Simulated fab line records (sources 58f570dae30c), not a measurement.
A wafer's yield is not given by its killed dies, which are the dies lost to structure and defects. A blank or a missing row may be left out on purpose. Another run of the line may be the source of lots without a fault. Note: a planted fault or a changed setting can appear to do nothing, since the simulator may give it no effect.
Matching of chambers || flow berkeleyCmos170 || UCB170_V1_ETCH_14 on rieDiel-04 has 4 sister chambers
The step etches SiO2 in CHF3/CF4/Ar, stops on Al, target depth 1250 nm, time 291 s. 4 wafers are shown with their chamber, then 7 later ones without.

WAFERS PAIRED WITH THEIR CHAMBERS
{"wafer": "L374.5", "chamber": 3, "drypumpMotorCurrentA (A)": 5.7}
{"wafer": "L379.4", "chamber": 0, "drypumpMotorCurrentA (A)": 6.0}
{"wafer": "L381.1", "chamber": 2, "drypumpMotorCurrentA (A)": 5.9}
{"wafer": "L381.2", "chamber": 1, "drypumpMotorCurrentA (A)": 6.5}

WAFERS MISSING THEIR CHAMBER
{"wafer": "L381.5", "drypumpMotorCurrentA (A)": 5.9}
{"wafer": "L385.3", "drypumpMotorCurrentA (A)": 6.0}
{"wafer": "L385.4", "drypumpMotorCurrentA (A)": 6.6}
{"wafer": "L385.5", "drypumpMotorCurrentA (A)": 5.7}
{"wafer": "L393.1", "drypumpMotorCurrentA (A)": 5.9}
{"wafer": "L393.5", "drypumpMotorCurrentA (A)": 5.7}
{"wafer": "L393.6", "drypumpMotorCurrentA (A)": 5.9}

THE CHAMBER EACH PASSED THROUGH
{"wafer": "L381.5", "from the rows above": 2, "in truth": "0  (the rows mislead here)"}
{"wafer": "L385.3", "from the rows above": 0, "in truth": 0}
{"wafer": "L385.4", "from the rows above": 1, "in truth": 1}
{"wafer": "L385.5", "from the rows above": 3, "in truth": 3}
{"wafer": "L393.1", "from the rows above": 2, "in truth": 2}
{"wafer": "L393.5", "from the rows above": 3, "in truth": 3}
{"wafer": "L393.6", "from the rows above": 2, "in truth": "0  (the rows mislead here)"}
Correct placement for 5 of the 7. Can't be placed from these rows: 0. Number placed wrongly: 2.
How it was worked out, from the rows above alone: a wafer's distance from a chamber is the root of the sum, over the readings, of the square of ((its reading less the chamber's mean) divided by the reading's scatter). If the next closest chamber is less than 2 further off than the closest, the wafer can't be placed; otherwise it belongs to the closest. The mean given for a chamber averages the wafers shown for that chamber. The scatter: root of mean squared gap, hidden wafer to nearest shown wafer, with one shown wafer a chamber.
